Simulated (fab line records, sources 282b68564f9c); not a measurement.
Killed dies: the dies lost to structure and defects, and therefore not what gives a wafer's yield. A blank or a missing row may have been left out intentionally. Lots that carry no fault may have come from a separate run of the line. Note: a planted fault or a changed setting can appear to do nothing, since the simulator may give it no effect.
Which of the tools did it? | flow rit-cmos | 14 lots with 42 wafers sampled at 5 steps, on a route of 202 steps

== WHAT THE GAUGES READ, wafer by wafer ==
RIT_FOX1_THK_MEAS_01. Usual: FOX1_OXIDE_THK 348 nm, standard deviation 6.
lot  | measured    | on            | FOX1_OXIDE_THK (nm) | flag
L442 | day 1 16:54 | film-metro-03 | 360 362 362         |
L443 | day 1 22:00 | film-metro-03 | 342 343 342         |
L445 | day 2 09:53 | film-metro-02 | 338 346 348         |
L447 | day 2 17:57 | film-metro-03 | 349 344 352         |
L448 | day 2 23:59 | film-metro-02 | 357 360 358         |
L449 | day 3 04:40 | film-metro-03 | 342 342 336         |
L450 | day 3 10:23 | film-metro-04 | 342 345 341         |
L451 | day 3 13:50 | film-metro-02 | 354 351 351         |
L452 | day 3 19:59 | film-metro-02 | 350 353 351         |
L455 | day 4 10:00 | film-metro-02 | 340 338 341         |
L456 | day 4 15:40 | film-metro-04 | 354 349 350         |
L459 | day 5 05:57 | film-metro-02 | 356 349 356         |
L460 | day 5 10:55 | film-metro-04 | 432 432 434         | OFF
L461 | day 5 16:30 | film-metro-04 | 440 430 439         | OFF

RIT_PRETRO_OVL_MEAS_06. Usual: PRETRO_OVL -1.1 nm, standard deviation 1.3.
lot  | measured    | on         | PRETRO_OVL (nm) | flag
L442 | day 2 07:26 | overlay-01 | 0.4 -0.3 0.2    |
L443 | day 2 12:53 | overlay-02 | -2.4 -2.3 -1.4  |
L445 | day 2 23:25 | overlay-01 | -1.0 -2.1 -0.6  |
L447 | day 3 07:51 | overlay-01 | -0.1 1.8 -0.9   |
L448 | day 3 14:08 | overlay-01 | 0.1 0.0 -0.4    |
L449 | day 3 18:30 | overlay-02 | -0.9 -2.5 -1.3  |
L450 | day 3 23:47 | overlay-01 | 0.0 -1.1 0.6    |
L451 | day 4 03:40 | overlay-01 | 1.5 0.6 0.4     |
L452 | day 4 09:38 | overlay-02 | -1.4 -0.2 -0.1  |
L455 | day 4 23:44 | overlay-02 | -0.2 -0.5 0.1   |
L456 | day 5 05:47 | overlay-02 | -4.6 -3.1 -4.3  |
L459 | day 5 19:42 | overlay-01 | -3.0 -2.0 -1.3  |
L460 | day 6 00:25 | overlay-02 | -2.2 0.3 -0.8   |
L461 | day 6 06:52 | overlay-01 | -1.6 -1.9 -0.5  |

RIT_PLDD_OVL_MEAS_06. Usual: PLDD_OVL -0.3 nm, standard deviation 1.4.
lot  | measured    | on         | PLDD_OVL (nm)  | flag
L442 | day 2 19:31 | overlay-01 | -0.9 -0.7 -0.8 |
L443 | day 3 01:06 | overlay-01 | 1.3 0.8 1.8    |
L445 | day 3 13:11 | overlay-02 | -1.0 -2.4 -1.9 |
L447 | day 3 21:25 | overlay-02 | -0.6 1.0 0.1   |
L448 | day 4 01:52 | overlay-02 | -4.1 -2.1 -3.2 |
L449 | day 4 07:10 | overlay-02 | 0.0 0.7 -2.1   |
L450 | day 4 11:16 | overlay-01 | 0.8 3.1 3.4    |
L451 | day 4 16:39 | overlay-02 | -0.4 -0.7 -0.4 |
L452 | day 4 22:13 | overlay-01 | 1.6 1.4 1.6    |
L455 | day 5 11:18 | overlay-01 | 1.2 1.3 0.7    |
L456 | day 5 17:57 | overlay-02 | -0.5 -0.5 0.6  |
L459 | day 6 07:36 | overlay-01 | -2.6 -1.9 -0.8 |
L460 | day 6 14:22 | overlay-01 | 0.2 1.3 0.0    |
L461 | day 6 19:33 | overlay-01 | -0.4 -0.1 0.1  |

RIT_SPACER_THK_MEAS_04. Usual: SPACER_NITRIDE_THK 250.8 nm, standard deviation 2.2.
lot  | measured    | on            | SPACER_NITRIDE_THK (nm) | flag
L442 | day 2 23:21 | film-metro-04 | 254.3 253.5 251.4       |
L443 | day 3 03:58 | film-metro-03 | 248.8 250.4 249.7       |
L445 | day 3 17:01 | film-metro-02 | 248.5 251.3 250.3       |
L447 | day 4 00:16 | film-metro-02 | 253.1 248.5 250.7       |
L448 | day 4 05:51 | film-metro-03 | 250.2 249.8 250.2       |
L449 | day 4 10:03 | film-metro-04 | 251.2 248.3 248.6       |
L450 | day 4 15:07 | film-metro-02 | 253.2 252.4 251.1       |
L451 | day 4 19:31 | film-metro-02 | 249.1 251.0 251.0       |
L452 | day 5 01:14 | film-metro-04 | 252.7 253.6 252.7       |
L455 | day 5 14:09 | film-metro-02 | 251.7 250.7 252.1       |
L456 | day 5 20:48 | film-metro-04 | 247.1 246.4 246.3       |
L459 | day 6 10:29 | film-metro-04 | 245.8 247.6 247.8       |
L460 | day 6 17:13 | film-metro-02 | 248.5 246.3 249.2       |
L461 | day 6 22:25 | film-metro-04 | 251.8 251.3 252.1       |

== TOOL THAT RAN EACH LOT (tool first, then ch and the chambers of the sampled wafers, then the start) ==
lot  | RIT_FOX1_OXIDATION_00
L442 | furnace-01 ch 0, day 1 15:34
L443 | furnace-02 ch 0, day 1 20:41
L445 | furnace-04 ch 0, day 2 08:34
L447 | furnace-04 ch 0, day 2 16:38
L448 | furnace-02 ch 0, day 2 22:39
L449 | furnace-04 ch 0, day 3 03:20
L450 | furnace-01 ch 0, day 3 09:03
L451 | furnace-01 ch 0, day 3 12:31
L452 | furnace-01 ch 0, day 3 18:40
L455 | furnace-04 ch 0, day 4 08:41
L456 | furnace-01 ch 0, day 4 14:21
L459 | furnace-01 ch 0, day 5 04:38
L460 | furnace-01 ch 0, day 5 09:37
L461 | furnace-01 ch 0, day 5 15:11
- RIT_FOX1_OXIDATION_00: target thk 350.7 nm, ox time 1130 s.

== WHAT THE TOOLS THEMSELVES READ (means of the sampled wafers that have a number; where no wafer has one, the mark that the record gives instead) ==
RIT_FOX1_OXIDATION_00. Usual: ox-temp-c 1100.0 C, standard deviation 0.52; tube-center-temp-C 1100 C, standard deviation 0.093.
lot  | tool       | ox-temp-c (C) | tube-center-temp-C (C) | flag
L442 | furnace-01 | 1099.2        | 1100                   |
L443 | furnace-02 | 1100.5        | 1100                   |
L445 | furnace-04 | 1100.1        | 1100                   |
L447 | furnace-04 | 1099.9        | 1100                   |
L448 | furnace-02 | 1100.4        | 1100                   |
L449 | furnace-04 | 1099.4        | 1100                   |
L450 | furnace-01 | 1099.6        | 1100                   |
L451 | furnace-01 | 1100.3        | 1100                   |
L452 | furnace-01 | 1100.2        | 1100                   |
L455 | furnace-04 | 1099.5        | 1100                   |
L456 | furnace-01 | 1099.7        | 1100                   |
L459 | furnace-01 | 1100.4        | 1100                   |
L460 | furnace-01 | 1100.7        | 1100                   |
L461 | furnace-01 | 1099.2        | 1100                   |

== THE ANSWER, worked out from the rows above alone ==
Rule: lot off if the mean of its wafers having a number is beyond 3 standard deviations from the usual mean. Also off: a lot with no number at a reading for which 4 or more lots have one. All remaining lots with rows at the step are treated as sound. After the gauges, taken in route order, come the tools' own readings; for these a lot's mean is taken, as printed above. The first step at which some lot is off is used, and at that step the reading that is off furthest; a lot without a number counts as furthest.
Off: L460, L461, seen at RIT_FOX1_THK_MEAS_01 (FOX1_OXIDE_THK).
If a tool, at a process step before that reading, ran all the lots that are off and no sound lot after the first of them, it fits. Those tools and the gauges at RIT_FOX1_THK_MEAS_01 are tried in the same way. Can't be told from this: 2 tools fit, furnace-01 at RIT_FOX1_OXIDATION_00, film-metro-04 at RIT_FOX1_THK_MEAS_01.

== WHAT THE SIMULATOR HAD INSERTED ==
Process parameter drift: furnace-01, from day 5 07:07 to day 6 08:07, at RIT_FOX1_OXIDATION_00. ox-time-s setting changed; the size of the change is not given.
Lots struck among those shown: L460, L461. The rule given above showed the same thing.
